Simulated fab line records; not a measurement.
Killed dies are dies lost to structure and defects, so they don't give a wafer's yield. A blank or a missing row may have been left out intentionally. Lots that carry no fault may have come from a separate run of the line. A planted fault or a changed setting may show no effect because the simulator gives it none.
Comparing a struck lot with a sound one ; flow berkeleyCmos170 ; 33 steps out of a route of 331
Sound: the wafers L595.1, L595.2, L595.3. Wafers L596.3, L596.4, L596.5 were the ones struck. Last of all comes the cause.
Each step with rows lists, per side, the tool, then ch with its chambers, then its first start. Under that, the readings that differ: sound wafers ; struck wafers ; difference of the means ; sigmas: that difference in standard deviations of wafers without a fault.
alike: same words and numbers on both sides, and readings whose means sit less than 2 such deviations apart. not compared: any withheld reading, any reading some wafer has no value for, any bound like >300 that may hide the same value, and any number with overlapping values for which the record gives no deviation.
A row with sigmas, a row that says differs or no value, or rows on one side alone: a step with any of these is where the two part. Numbers that have no deviation but don't overlap get no sigmas and don't part them. Lack of a reading on every wafer of one side parts them only where that side has two or more wafers.

first, 8 steps without rows for these wafers: UCB170_M2_SOFTBAKE_11 (time 60 s); UCB170_M2_EXPOSE_12 (exposes mask METAL2, target cd 700 nm); UCB170_M2_PEB_13; UCB170_M2_DEVELOP_14 (develop time 45 s); UCB170_M2_ETCH_17 (etches BARC in N2/H2); UCB170_M2_METAL_ETCH_18 (etches Al in Cl2/BCl3, stops on SiO2, target depth 1170 nm, time 201 s); UCB170_M2_STRIP_19 (strips in O2); UCB170_V2_CVD_00 (deposits SiO2 from TEOS/O2, target thk 2000 nm, time 250 s).
UCB170_V2_CMP_02: polishes SiO2.
  sound on cmp-01 ch 0,1,2, day 10 23:58; struck on cmp-02 ch 0,2,3, day 11 12:23
reading;sound;struck;difference;sigmas
motorCurrentA (A);15.1 16.5 15.3;18.3 19.2 19.3;+3.3;+2
model.SiO2_of_V2_CVD_00.thkNm (nm);1002 1001 1001;747.8 749.6 749.7;-252.3;
  alike: retainingRingPressureFrac
UCB170_V2_THK_MEAS_04:
  sound: filmMetro-03 at day 11 00:20; struck: filmMetro-02 at day 11 12:50
reading;sound;struck;difference;sigmas
V2_POLISHED_THK (nm);1002.4 1000.1 999.9;747.9 749.8 749.6;-251.7;-99 or more
then, 7 steps without rows for these wafers: UCB170_V2_CLEAN_05 (cleans in DIW); UCB170_V2_HMDS_06 (prime time 60 s); UCB170_V2_COAT_07 (resist thk 900 nm); UCB170_V2_SOFTBAKE_08 (time 60 s); UCB170_V2_EXPOSE_09 (exposes mask VIA2, target cd 700 nm); UCB170_V2_PEB_10; UCB170_V2_DEVELOP_11 (develop time 45 s).
UCB170_V2_ETCH_14: etches SiO2 in CHF3/CF4/Ar, stops on Al, target depth 1250 nm, time 291 s.
  sound on rieDiel-02 ch 0,1,3, day 11 02:09; struck on rieDiel-03 ch 0,1,3, day 11 14:16
reading;sound;struck;difference;sigmas
oesProductAu (a.u.);0.896 0.901 0.860;0.748 0.748 0.772;-0.130;-9
model.V2.featureDepthNm (nm);1002 1001 1001;748.1 749.8 749.7;-252.1;
model.etch.depthNm (nm);1002 1001 1001;747.8 749.6 749.7;-252.3;
  alike: drypumpMotorCurrentA, mfcArSccm, throttleValvePct
  not compared: rfHoursCounterH
then, 14 steps without rows for these wafers: UCB170_V2_STRIP_15 (strips in O2); UCB170_M3_PRE_CLEAN_00 (preclean etch time 60 s); UCB170_M3_SPUTTER_01 (material Al, target thk 900 nm, time 120 s); UCB170_M3_HMDS_04 (prime time 60 s); UCB170_M3_COAT_05 (resist thk 900 nm); UCB170_M3_SOFTBAKE_06 (time 60 s); UCB170_M3_STRIP_07 (strips in O2); UCB170_M3_STRIP_08 (strips KrF in DMSO, time 600 s); UCB170_M3_COAT_09; UCB170_M3_COAT_10 (resist thk 900 nm); UCB170_M3_SOFTBAKE_11 (time 60 s); UCB170_M3_EXPOSE_12 (exposes mask METAL3, target cd 700 nm); UCB170_M3_PEB_13; UCB170_M3_DEVELOP_14 (develop time 45 s).
UCB170_M3_METAL_ETCH_18: etches Al in Cl2/BCl3, stops on SiO2, target depth 1170 nm, time 200.3 s.
  sound on rieMetal-02 ch 0,1, day 11 04:41; struck on rieMetal-02 ch 0,1, day 11 17:29
reading;sound;struck;difference;sigmas
model.SiO2_of_V2_CVD_00.thkNm (nm);938.8 936 937.5;684.6 685.2 686.7;-251.9;
  alike: drypumpMotorCurrentA, oesProductAu, throttleValvePct
  not compared: rfHoursCounterH

WHERE THEY PART
At UCB170_V2_CMP_02 first; at UCB170_V2_ETCH_14 last (within this record only). Later steps at which nothing parts them and some readings are alike: UCB170_M3_METAL_ETCH_18.

WHY: what had been put in by the simulator
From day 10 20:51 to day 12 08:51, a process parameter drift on cmp-02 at UCB170_V2_CMP_02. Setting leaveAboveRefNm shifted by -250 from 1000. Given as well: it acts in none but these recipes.
